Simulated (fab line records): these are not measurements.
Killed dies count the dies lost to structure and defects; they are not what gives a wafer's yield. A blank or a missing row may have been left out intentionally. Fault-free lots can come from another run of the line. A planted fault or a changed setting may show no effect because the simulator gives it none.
A sampling plan put to the test :: flow berkeley cmos170 :: each of the 45 faults these records tell of, on one fab line, judged from the records of the lots it struck
The line's own looks make up the plan; these are the steps of the route where a gauge or inspection reads the wafer and leaves it unchanged. A look is open to judgement when struck wafers have a number at it and the file gives its usual mean and standard deviation on fault-free wafers. Caught: the struck wafers' mean, at a look after the fault's first step, is 4 or more of those standard deviations (sigma) away from the usual mean. On the tool: the fault's steps, tested the same way using the tool's own readings. Another recipe on the struck wafers, or a record that is blank for them alone, also counts as caught.

THE FAULTS, as the simulator had put them in
1. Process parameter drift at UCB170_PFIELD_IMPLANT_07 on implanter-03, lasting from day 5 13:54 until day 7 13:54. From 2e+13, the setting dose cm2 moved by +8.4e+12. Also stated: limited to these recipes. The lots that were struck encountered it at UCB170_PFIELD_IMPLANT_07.
2. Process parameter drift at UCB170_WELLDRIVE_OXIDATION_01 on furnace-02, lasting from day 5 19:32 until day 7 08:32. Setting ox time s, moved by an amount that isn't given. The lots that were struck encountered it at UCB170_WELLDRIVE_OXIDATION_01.
3. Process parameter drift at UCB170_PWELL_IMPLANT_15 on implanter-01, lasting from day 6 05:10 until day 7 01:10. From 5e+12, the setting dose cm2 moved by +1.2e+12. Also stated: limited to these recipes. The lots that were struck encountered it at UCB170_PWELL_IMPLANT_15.
4. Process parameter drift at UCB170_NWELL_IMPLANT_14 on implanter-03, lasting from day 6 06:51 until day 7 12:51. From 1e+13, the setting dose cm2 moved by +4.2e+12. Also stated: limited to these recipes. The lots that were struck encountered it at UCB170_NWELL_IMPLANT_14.
5. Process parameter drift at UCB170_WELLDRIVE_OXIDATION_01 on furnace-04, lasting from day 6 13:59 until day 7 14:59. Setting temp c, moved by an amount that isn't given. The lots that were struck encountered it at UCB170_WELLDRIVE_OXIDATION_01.
6. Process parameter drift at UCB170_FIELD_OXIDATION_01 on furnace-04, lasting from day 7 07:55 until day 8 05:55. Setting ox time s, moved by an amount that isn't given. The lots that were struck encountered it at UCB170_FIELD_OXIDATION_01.
7. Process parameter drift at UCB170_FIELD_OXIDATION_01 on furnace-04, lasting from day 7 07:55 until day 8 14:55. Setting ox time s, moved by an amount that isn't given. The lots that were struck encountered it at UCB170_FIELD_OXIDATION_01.
8. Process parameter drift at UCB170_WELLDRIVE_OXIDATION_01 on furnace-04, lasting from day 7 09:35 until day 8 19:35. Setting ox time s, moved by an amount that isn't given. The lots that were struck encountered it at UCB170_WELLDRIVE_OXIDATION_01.
9. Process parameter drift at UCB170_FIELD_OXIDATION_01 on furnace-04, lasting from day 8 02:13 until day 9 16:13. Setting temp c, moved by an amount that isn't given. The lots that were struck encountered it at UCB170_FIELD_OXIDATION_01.
10. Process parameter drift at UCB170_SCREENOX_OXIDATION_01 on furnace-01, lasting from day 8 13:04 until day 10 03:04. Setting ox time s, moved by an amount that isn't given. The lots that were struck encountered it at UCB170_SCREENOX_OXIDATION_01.
11. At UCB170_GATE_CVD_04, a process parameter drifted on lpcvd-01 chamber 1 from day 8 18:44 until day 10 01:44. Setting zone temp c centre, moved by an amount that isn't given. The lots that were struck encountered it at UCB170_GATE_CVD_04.
12. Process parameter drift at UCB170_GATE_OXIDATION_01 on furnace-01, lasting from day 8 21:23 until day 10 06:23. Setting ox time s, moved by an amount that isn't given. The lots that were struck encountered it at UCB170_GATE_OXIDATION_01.
13. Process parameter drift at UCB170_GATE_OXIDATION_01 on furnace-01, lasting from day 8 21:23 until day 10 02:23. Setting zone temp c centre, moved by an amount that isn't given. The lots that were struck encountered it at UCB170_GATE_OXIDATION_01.
14. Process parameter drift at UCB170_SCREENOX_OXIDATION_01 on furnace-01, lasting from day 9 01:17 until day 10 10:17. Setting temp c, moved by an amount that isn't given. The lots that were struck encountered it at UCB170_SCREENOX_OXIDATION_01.
15. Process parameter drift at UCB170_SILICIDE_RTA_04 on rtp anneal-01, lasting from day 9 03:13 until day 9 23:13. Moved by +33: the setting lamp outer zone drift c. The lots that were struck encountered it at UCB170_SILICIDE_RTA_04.
16. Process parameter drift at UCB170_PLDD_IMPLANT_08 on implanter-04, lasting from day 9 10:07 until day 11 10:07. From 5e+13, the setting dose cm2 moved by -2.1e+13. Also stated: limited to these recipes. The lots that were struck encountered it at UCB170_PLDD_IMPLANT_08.
17. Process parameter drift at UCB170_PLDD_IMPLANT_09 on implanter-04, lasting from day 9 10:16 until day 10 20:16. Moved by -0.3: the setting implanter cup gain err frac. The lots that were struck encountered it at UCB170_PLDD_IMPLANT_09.
18. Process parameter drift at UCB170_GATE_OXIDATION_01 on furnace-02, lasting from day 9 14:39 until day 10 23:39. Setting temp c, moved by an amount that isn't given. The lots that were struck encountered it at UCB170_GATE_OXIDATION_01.
19. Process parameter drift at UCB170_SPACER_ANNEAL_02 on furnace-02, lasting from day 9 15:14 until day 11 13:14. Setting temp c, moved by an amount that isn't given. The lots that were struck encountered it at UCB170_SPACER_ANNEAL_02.
20. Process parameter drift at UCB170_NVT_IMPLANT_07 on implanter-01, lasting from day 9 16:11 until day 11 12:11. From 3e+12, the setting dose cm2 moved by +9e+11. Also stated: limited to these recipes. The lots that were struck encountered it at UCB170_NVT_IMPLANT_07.
21. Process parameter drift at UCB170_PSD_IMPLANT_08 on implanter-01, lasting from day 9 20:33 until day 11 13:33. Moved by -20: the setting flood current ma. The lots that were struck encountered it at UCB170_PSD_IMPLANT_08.
22. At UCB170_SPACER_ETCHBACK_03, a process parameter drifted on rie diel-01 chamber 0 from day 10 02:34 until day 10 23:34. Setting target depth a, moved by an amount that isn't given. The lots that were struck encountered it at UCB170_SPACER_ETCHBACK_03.
23. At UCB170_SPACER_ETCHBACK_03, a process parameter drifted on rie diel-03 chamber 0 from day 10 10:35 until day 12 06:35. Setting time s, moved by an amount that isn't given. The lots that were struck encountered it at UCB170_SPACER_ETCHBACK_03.
24. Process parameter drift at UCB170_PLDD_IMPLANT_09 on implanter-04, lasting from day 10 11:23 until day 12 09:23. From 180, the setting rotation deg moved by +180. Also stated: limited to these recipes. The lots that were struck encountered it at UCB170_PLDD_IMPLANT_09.
25. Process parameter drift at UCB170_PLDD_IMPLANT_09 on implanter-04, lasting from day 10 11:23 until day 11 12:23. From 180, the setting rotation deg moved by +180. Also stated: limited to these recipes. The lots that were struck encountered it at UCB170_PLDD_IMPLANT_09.
26. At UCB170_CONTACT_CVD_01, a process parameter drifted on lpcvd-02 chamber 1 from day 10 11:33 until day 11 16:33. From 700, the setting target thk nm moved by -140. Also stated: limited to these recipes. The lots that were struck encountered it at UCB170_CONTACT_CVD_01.
27. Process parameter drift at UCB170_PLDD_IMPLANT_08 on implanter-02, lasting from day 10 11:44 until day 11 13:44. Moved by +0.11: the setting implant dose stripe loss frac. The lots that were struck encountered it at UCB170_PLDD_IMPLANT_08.
28. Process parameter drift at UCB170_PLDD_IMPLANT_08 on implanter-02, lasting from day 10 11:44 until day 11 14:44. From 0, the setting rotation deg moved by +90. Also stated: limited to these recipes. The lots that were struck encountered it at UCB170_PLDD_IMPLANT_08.
29. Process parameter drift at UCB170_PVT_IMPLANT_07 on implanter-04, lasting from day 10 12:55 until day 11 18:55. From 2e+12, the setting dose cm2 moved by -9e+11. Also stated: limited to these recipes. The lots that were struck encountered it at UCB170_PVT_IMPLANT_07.
30. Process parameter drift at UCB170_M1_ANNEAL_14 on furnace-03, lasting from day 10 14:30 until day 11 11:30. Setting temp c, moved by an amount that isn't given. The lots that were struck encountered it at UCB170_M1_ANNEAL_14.
31. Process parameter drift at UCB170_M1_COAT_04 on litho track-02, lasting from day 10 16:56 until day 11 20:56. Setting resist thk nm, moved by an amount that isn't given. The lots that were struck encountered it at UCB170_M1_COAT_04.
32. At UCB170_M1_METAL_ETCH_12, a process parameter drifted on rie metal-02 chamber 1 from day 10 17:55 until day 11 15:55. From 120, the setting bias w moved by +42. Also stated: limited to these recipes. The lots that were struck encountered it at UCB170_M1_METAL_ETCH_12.
33. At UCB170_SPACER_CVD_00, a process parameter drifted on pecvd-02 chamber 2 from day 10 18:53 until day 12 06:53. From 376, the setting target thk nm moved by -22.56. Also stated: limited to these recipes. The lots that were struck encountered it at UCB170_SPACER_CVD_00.
34. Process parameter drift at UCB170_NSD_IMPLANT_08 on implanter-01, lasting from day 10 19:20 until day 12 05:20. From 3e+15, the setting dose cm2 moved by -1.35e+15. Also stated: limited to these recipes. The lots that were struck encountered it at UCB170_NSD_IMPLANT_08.
35. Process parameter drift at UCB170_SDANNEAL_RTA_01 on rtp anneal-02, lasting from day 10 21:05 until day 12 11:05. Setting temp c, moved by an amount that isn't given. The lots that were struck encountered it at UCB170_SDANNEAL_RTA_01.
36. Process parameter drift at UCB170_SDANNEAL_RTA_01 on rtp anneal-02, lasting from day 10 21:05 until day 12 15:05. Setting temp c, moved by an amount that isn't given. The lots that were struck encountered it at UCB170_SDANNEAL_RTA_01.
37. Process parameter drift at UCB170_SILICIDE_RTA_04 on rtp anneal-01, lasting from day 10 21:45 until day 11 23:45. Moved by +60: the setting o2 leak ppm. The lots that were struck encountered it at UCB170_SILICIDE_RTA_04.
38. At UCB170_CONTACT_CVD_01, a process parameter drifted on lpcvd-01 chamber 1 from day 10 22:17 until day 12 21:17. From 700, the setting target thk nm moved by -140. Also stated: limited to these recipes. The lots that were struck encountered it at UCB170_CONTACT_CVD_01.
39. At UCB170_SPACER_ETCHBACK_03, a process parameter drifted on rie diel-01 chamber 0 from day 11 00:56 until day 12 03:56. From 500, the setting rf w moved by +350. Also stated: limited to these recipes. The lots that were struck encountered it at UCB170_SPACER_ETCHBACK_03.
40. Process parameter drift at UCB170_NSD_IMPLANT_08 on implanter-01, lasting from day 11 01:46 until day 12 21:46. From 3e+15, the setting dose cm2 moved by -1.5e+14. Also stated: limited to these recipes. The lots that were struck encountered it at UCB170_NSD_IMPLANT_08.
41. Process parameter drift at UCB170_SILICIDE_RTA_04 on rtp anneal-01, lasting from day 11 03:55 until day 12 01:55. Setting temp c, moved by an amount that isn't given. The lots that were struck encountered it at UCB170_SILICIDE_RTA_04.
42. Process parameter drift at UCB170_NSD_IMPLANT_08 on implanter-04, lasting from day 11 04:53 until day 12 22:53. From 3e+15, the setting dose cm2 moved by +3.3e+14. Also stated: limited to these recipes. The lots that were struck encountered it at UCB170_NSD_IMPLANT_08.
43. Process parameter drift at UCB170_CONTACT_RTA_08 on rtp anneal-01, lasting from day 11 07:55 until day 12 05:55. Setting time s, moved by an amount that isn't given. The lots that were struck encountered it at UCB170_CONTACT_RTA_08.
44. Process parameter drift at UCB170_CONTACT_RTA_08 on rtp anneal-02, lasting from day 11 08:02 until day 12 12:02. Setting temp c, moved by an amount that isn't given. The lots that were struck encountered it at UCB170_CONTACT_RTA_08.
45. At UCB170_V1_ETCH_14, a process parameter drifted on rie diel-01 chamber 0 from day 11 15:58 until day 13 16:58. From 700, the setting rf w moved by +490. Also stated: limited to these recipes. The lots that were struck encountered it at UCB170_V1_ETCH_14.

WHAT THE PLAN SAW
fault: 1
on the tool itself: dose ions cm2 +99 or beyond sigma
first look that catches it: UCB170_PFIELD_TW_MEAS_09
reading, sigma: PFIELD_TW +10
median hours from its first step to that look: 0.2
hours from the fault's start to the first struck lot there: 1
judged looks passed uncaught: 0

fault: 2
on the tool itself: under 2 sigma
first look that catches it: UCB170_WELLDRIVE_THK_MEAS_02
reading, sigma: WELLDRIVE_OXIDE_THK +12
median hours from its first step to that look: 3.5
hours from the fault's start to the first struck lot there: 9
judged looks passed uncaught: 0

fault: 3
on the tool itself: dose ions cm2 +99 or beyond sigma
first look that catches it: UCB170_PWELL_TW_MEAS_17
reading, sigma: PWELL_TW +5.5
median hours from its first step to that look: 0.2
hours from the fault's start to the first struck lot there: 4
judged looks passed uncaught: 0

fault: 4
on the tool itself: dose ions cm2 +99 or beyond sigma
first look that catches it: UCB170_NWELL_TW_MEAS_16
reading, sigma: NWELL_TW +10
median hours from its first step to that look: 0.2
hours from the fault's start to the first struck lot there: 3
judged looks passed uncaught: 0

fault: 5
on the tool itself: tube center temp C +99 or beyond sigma
first look that catches it: UCB170_WELLDRIVE_THK_MEAS_02
reading, sigma: WELLDRIVE_OXIDE_THK +9.0
median hours from its first step to that look: 3.5
hours from the fault's start to the first struck lot there: 0
judged looks passed uncaught: 0

fault: 6
on the tool itself: no reading that can be judged
first look that catches it: UCB170_FIELD_THK_MEAS_02
reading, sigma: FIELD_OXIDE_THK -23
median hours from its first step to that look: 3.0
hours from the fault's start to the first struck lot there: 14
judged looks passed uncaught: 0

fault: 7
on the tool itself: under 2 sigma
first look that catches it: UCB170_FIELD_THK_MEAS_02
reading, sigma: FIELD_OXIDE_THK +10
median hours from its first step to that look: 3.0
hours from the fault's start to the first struck lot there: 14
judged looks passed uncaught: 0

fault: 8
on the tool itself: under 2 sigma
first look that catches it: UCB170_WELLDRIVE_THK_MEAS_02
reading, sigma: WELLDRIVE_OXIDE_THK -12
median hours from its first step to that look: 3.5
hours from the fault's start to the first struck lot there: 20
judged looks passed uncaught: 0

fault: 9
on the tool itself: tube center temp C +67 sigma
first look that catches it: none of the 6 looks that can be judged after it
reading, sigma: -
median hours from its first step to that look: -
hours from the fault's start to the first struck lot there: -
judged looks passed uncaught: 6

fault: 10
on the tool itself: under 2 sigma
first look that catches it: UCB170_SCREENOX_THK_MEAS_02
reading, sigma: SCREENOX_OXIDE_THK +24
median hours from its first step to that look: 1.7
hours from the fault's start to the first struck lot there: 6
judged looks passed uncaught: 0

fault: 11
on the tool itself: spike tc centre C +7.0 sigma
first look that catches it: UCB170_GATE_THK_MEAS_05
reading, sigma: GATE_POLY_THK +9.1
median hours from its first step to that look: 1.4
hours from the fault's start to the first struck lot there: 7
judged looks passed uncaught: 0

fault: 12
on the tool itself: no reading that can be judged
first look that catches it: UCB170_GATE_THK_MEAS_02
reading, sigma: GATE_OXIDE_THK +34
median hours from its first step to that look: 1.5
hours from the fault's start to the first struck lot there: 7
judged looks passed uncaught: 0

fault: 13
on the tool itself: spike tc centre C +28 sigma
first look that catches it: UCB170_GATE_THK_MEAS_02
reading, sigma: GATE_OXIDE_THK +8.4
median hours from its first step to that look: 1.5
hours from the fault's start to the first struck lot there: 7
judged looks passed uncaught: 0

fault: 14
on the tool itself: tube center temp C -99 or beyond sigma
first look that catches it: UCB170_SCREENOX_THK_MEAS_02
reading, sigma: SCREENOX_OXIDE_THK -14
median hours from its first step to that look: 1.7
hours from the fault's start to the first struck lot there: 10
judged looks passed uncaught: 0

fault: 15
on the tool itself: under 2 sigma
first look that catches it: none of the 6 looks that can be judged after it
reading, sigma: -
median hours from its first step to that look: -
hours from the fault's start to the first struck lot there: -
judged looks passed uncaught: 6

fault: 16
on the tool itself: dose ions cm2 -99 or beyond sigma
first look that catches it: UCB170_PLDD_TW_MEAS_11
reading, sigma: PLDD_TW -6.1
median hours from its first step to that look: 0.4
hours from the fault's start to the first struck lot there: 4
judged looks passed uncaught: 0

fault: 17
on the tool itself: beam on s +21 sigma
first look that catches it: UCB170_SDANNEAL_RS_MEAS_04
reading, sigma: PLDD_RS -61
median hours from its first step to that look: 15.5
hours from the fault's start to the first struck lot there: 19
judged looks passed uncaught: 2

fault: 18
on the tool itself: tube center temp C -99 or beyond sigma
first look that catches it: UCB170_GATE_THK_MEAS_02
reading, sigma: GATE_OXIDE_THK -16
median hours from its first step to that look: 1.5
hours from the fault's start to the first struck lot there: 8
judged looks passed uncaught: 0

fault: 19
on the tool itself: tube center temp C +99 or beyond sigma
first look that catches it: UCB170_SDANNEAL_RS_MEAS_04
reading, sigma: PLDD_RS -38
median hours from its first step to that look: 10.7
hours from the fault's start to the first struck lot there: 24
judged looks passed uncaught: 1

fault: 20
on the tool itself: dose ions cm2 +99 or beyond sigma
first look that catches it: UCB170_NVT_TW_MEAS_09
reading, sigma: NVT_TW +7.8
median hours from its first step to that look: 0.2
hours from the fault's start to the first struck lot there: 3
judged looks passed uncaught: 0

fault: 21
on the tool itself: under 2 sigma
first look that catches it: none of the 9 looks that can be judged after it
reading, sigma: -
median hours from its first step to that look: -
hours from the fault's start to the first struck lot there: -
judged looks passed uncaught: 9

fault: 22
on the tool itself: only faintly: oes product au -2.0 sigma
first look that catches it: none of the 6 looks that can be judged after it
reading, sigma: -
median hours from its first step to that look: -
hours from the fault's start to the first struck lot there: -
judged looks passed uncaught: 6

fault: 23
on the tool itself: run length s +99 or beyond sigma
first look that catches it: no look after it can be judged
reading, sigma: -
median hours from its first step to that look: -
hours from the fault's start to the first struck lot there: -
judged looks passed uncaught: 0

fault: 24
on the tool itself: rotation deg +99 or beyond sigma
first look that catches it: no look after it can be judged
reading, sigma: -
median hours from its first step to that look: -
hours from the fault's start to the first struck lot there: -
judged looks passed uncaught: 0

fault: 25
on the tool itself: rotation deg +99 or beyond sigma
first look that catches it: no look after it can be judged
reading, sigma: -
median hours from its first step to that look: -
hours from the fault's start to the first struck lot there: -
judged looks passed uncaught: 0

fault: 26
on the tool itself: under 2 sigma
first look that catches it: UCB170_CONTACT_THK_MEAS_02
reading, sigma: CONTACT_PSG_THK -26
median hours from its first step to that look: 1.8
hours from the fault's start to the first struck lot there: 7
judged looks passed uncaught: 0

fault: 27
on the tool itself: no reading that can be judged
first look that catches it: UCB170_SDANNEAL_RS_MEAS_04
reading, sigma: PLDD_RS +12
median hours from its first step to that look: 15.1
hours from the fault's start to the first struck lot there: 16
judged looks passed uncaught: 0

fault: 28
on the tool itself: rotation deg +99 or beyond sigma
first look that catches it: no look after it can be judged
reading, sigma: -
median hours from its first step to that look: -
hours from the fault's start to the first struck lot there: -
judged looks passed uncaught: 0

fault: 29
on the tool itself: dose ions cm2 -99 or beyond sigma
first look that catches it: UCB170_PVT_TW_MEAS_09
reading, sigma: PVT_TW -16
median hours from its first step to that look: 0.2
hours from the fault's start to the first struck lot there: 9
judged looks passed uncaught: 0

fault: 30
on the tool itself: spike tc centre C -41 sigma
first look that catches it: no look after it can be judged
reading, sigma: -
median hours from its first step to that look: -
hours from the fault's start to the first struck lot there: -
judged looks passed uncaught: 0

fault: 31
on the tool itself: under 2 sigma
first look that catches it: UCB170_M1_CD_MEAS_09
reading, sigma: cd nm -18
median hours from its first step to that look: 1.2
hours from the fault's start to the first struck lot there: 5
judged looks passed uncaught: 0

fault: 32
on the tool itself: bias w +99 or beyond sigma
first look that catches it: no look after it can be judged
reading, sigma: -
median hours from its first step to that look: -
hours from the fault's start to the first struck lot there: -
judged looks passed uncaught: 0

fault: 33
on the tool itself: under 2 sigma
first look that catches it: UCB170_SPACER_THK_MEAS_01
reading, sigma: SPACER_TEOS_THK -5.6
median hours from its first step to that look: 0.1
hours from the fault's start to the first struck lot there: 3
judged looks passed uncaught: 0

fault: 34
on the tool itself: dose ions cm2 -99 or beyond sigma
first look that catches it: UCB170_NSD_TW_MEAS_10
reading, sigma: NSD_TW -5.1
median hours from its first step to that look: 0.2
hours from the fault's start to the first struck lot there: 7
judged looks passed uncaught: 0

fault: 35
on the tool itself: wafer_temp_C_max +18 sigma
first look that catches it: UCB170_SDANNEAL_RS_MEAS_02
reading, sigma: PSD_RS -38
median hours from its first step to that look: 0.1
hours from the fault's start to the first struck lot there: 6
judged looks passed uncaught: 0

fault: 36
on the tool itself: wafer_temp_C_max -31 sigma
first look that catches it: UCB170_SDANNEAL_RS_MEAS_02
reading, sigma: PSD_RS +77
median hours from its first step to that look: 0.1
hours from the fault's start to the first struck lot there: 6
judged looks passed uncaught: 0

fault: 37
on the tool itself: chamber o2 ppm +99 or beyond sigma
first look that catches it: no look after it can be judged
reading, sigma: -
median hours from its first step to that look: -
hours from the fault's start to the first struck lot there: -
judged looks passed uncaught: 0

fault: 38
on the tool itself: under 2 sigma
first look that catches it: UCB170_CONTACT_THK_MEAS_02
reading, sigma: CONTACT_PSG_THK -27
median hours from its first step to that look: 1.8
hours from the fault's start to the first struck lot there: 8
judged looks passed uncaught: 0

fault: 39
on the tool itself: rf fwd power W +99 or beyond sigma
first look that catches it: no look after it can be judged
reading, sigma: -
median hours from its first step to that look: -
hours from the fault's start to the first struck lot there: -
judged looks passed uncaught: 0

fault: 40
on the tool itself: dose ions cm2 -48 sigma
first look that catches it: UCB170_SDANNEAL_RS_MEAS_03
reading, sigma: NSD_RS +11
median hours from its first step to that look: 1.6
hours from the fault's start to the first struck lot there: 2
judged looks passed uncaught: 0

fault: 41
on the tool itself: wafer_temp_C_max +40 sigma
first look that catches it: no look after it can be judged
reading, sigma: -
median hours from its first step to that look: -
hours from the fault's start to the first struck lot there: -
judged looks passed uncaught: 0

fault: 42
on the tool itself: dose ions cm2 +99 or beyond sigma
first look that catches it: UCB170_SDANNEAL_RS_MEAS_03
reading, sigma: NSD_RS -22
median hours from its first step to that look: 1.5
hours from the fault's start to the first struck lot there: 5
judged looks passed uncaught: 2

fault: 43
on the tool itself: under 2 sigma
first look that catches it: none of the 8 looks that can be judged after it
reading, sigma: -
median hours from its first step to that look: -
hours from the fault's start to the first struck lot there: -
judged looks passed uncaught: 8

fault: 44
on the tool itself: wafer_temp_C_max +25 sigma
first look that catches it: no look after it can be judged
reading, sigma: -
median hours from its first step to that look: -
hours from the fault's start to the first struck lot there: -
judged looks passed uncaught: 0

fault: 45
on the tool itself: rf fwd power W +99 or beyond sigma
first look that catches it: UCB170_V1_CD_MEAS_90
reading, sigma: cd nm +7.7
median hours from its first step to that look: 0.3
hours from the fault's start to the first struck lot there: 2
judged looks passed uncaught: 0
A dash: the fault isn't caught, or these records don't give the number.

Caught at a look: 30 of 45. Caught on the tool: 30 of 45. By one or the other: 41 of 45.
Faults 9, 23, 24, 25, 28, 30, 32, 37, 39, 41, 44 were caught on the tool alone.
Caught at a look alone: faults 2, 6, 7, 8, 10, 12, 26, 27, 31, 33, 38.
Caught by neither: faults 15, 21, 22, 43.

THINNER SAMPLING
If the look that catches a fault measured only every second or every third lot, by lot number, the first struck lot would be measured this late in the worst case:
fault: 1
struck lots at that look, in order of time: L330, L333
every lot: 1 h
every second lot: 26 h
every third lot: may miss all 2

fault: 2
struck lots at that look, in order of time: L166, L167
every lot: 9 h
every second lot: 9 h
every third lot: may miss all 2

fault: 3
struck lots at that look, in order of time: L540, L542
every lot: 4 h
every second lot: may miss all 2
every third lot: may miss all 2

fault: 4
struck lots at that look, in order of time: L481, L482
every lot: 3 h
every second lot: 12 h
every third lot: may miss all 2

fault: 5
struck lots at that look, in order of time: L649, L650, L651, L652
every lot: 0 h
every second lot: 0 h
every third lot: 7 h

fault: 6
struck lots at that look, in order of time: L375, L376
every lot: 14 h
every second lot: 14 h
every third lot: may miss all 2

fault: 7
struck lots at that look, in order of time: L574, L575
every lot: 14 h
every second lot: 14 h
every third lot: may miss all 2

fault: 8
struck lots at that look, in order of time: L454, L455
every lot: 20 h
every second lot: 20 h
every third lot: may miss all 2

fault: 10
struck lots at that look, in order of time: L101, L102
every lot: 6 h
every second lot: 6 h
every third lot: may miss all 2

fault: 11
struck lots at that look, in order of time: L798, L800, L799
every lot: 7 h
every second lot: 7 h
every third lot: 7 h

fault: 12
struck lots at that look, in order of time: L511, L510
every lot: 7 h
every second lot: 7 h
every third lot: may miss all 2

fault: 13
struck lots at that look, in order of time: L214, L213
every lot: 7 h
every second lot: 7 h
every third lot: may miss all 2

fault: 14
struck lots at that look, in order of time: L174, L175
every lot: 10 h
every second lot: 10 h
every third lot: may miss all 2

fault: 16
struck lots at that look, in order of time: L120, L123
every lot: 4 h
every second lot: 26 h
every third lot: may miss all 2

fault: 17
struck lots at that look, in order of time: L203, L206
every lot: 19 h
every second lot: 41 h
every third lot: may miss all 2

fault: 18
struck lots at that look, in order of time: L729, L730, L732
every lot: 8 h
every second lot: 8 h
every third lot: may miss all 3

fault: 19
struck lots at that look, in order of time: L175, L174
every lot: 24 h
every second lot: 24 h
every third lot: may miss all 2

fault: 20
struck lots at that look, in order of time: L487, L488
every lot: 3 h
every second lot: 9 h
every third lot: may miss all 2

fault: 26
struck lots at that look, in order of time: L113, L119, L120
every lot: 7 h
every second lot: 25 h
every third lot: may miss all 3

fault: 27
struck lots at that look, in order of time: L979, L981
every lot: 16 h
every second lot: may miss all 2
every third lot: may miss all 2

fault: 29
struck lots at that look, in order of time: L797, L799
every lot: 9 h
every second lot: may miss all 2
every third lot: may miss all 2

fault: 31
struck lots at that look, in order of time: L106, L108
every lot: 5 h
every second lot: may miss all 2
every third lot: may miss all 2

fault: 33
struck lots at that look, in order of time: L342, L343
every lot: 3 h
every second lot: 25 h
every third lot: may miss all 2

fault: 34
struck lots at that look, in order of time: L779, L780, L783
every lot: 7 h
every second lot: 7 h
every third lot: may miss all 3

fault: 35
struck lots at that look, in order of time: L791, L793
every lot: 6 h
every second lot: may miss all 2
every third lot: may miss all 2

fault: 36
struck lots at that look, in order of time: L251, L253, L256
every lot: 6 h
every second lot: 13 h
every third lot: may miss all 3

fault: 38
struck lots at that look, in order of time: L945
every lot: 8 h
every second lot: may miss it
every third lot: may miss it

fault: 40
struck lots at that look, in order of time: L777, L780
every lot: 2 h
every second lot: 8 h
every third lot: may miss all 2

fault: 42
struck lots at that look, in order of time: L918, L920
every lot: 5 h
every second lot: may miss all 2
every third lot: may miss all 2

fault: 45
struck lots at that look, in order of time: L764, L770
every lot: 2 h
every second lot: may miss all 2
every third lot: may miss all 2
The hour figures run from when the fault began to the first measured lot among those it struck. The limit of 4 sigma was tested on all struck wafers together, so one lot alone may lie under it. Other struck lots may not be in these records.

THE LONGEST TIMED WAY FROM STEP TO LOOK
Fault 17: a median of 15.5 hours passes between UCB170_PLDD_IMPLANT_09 and UCB170_SDANNEAL_RS_MEAS_04. The looks between them that can be judged stayed within 4 sigma: UCB170_PLDD_TW_MEAS_11, UCB170_NSD_CD_MEAS_06.
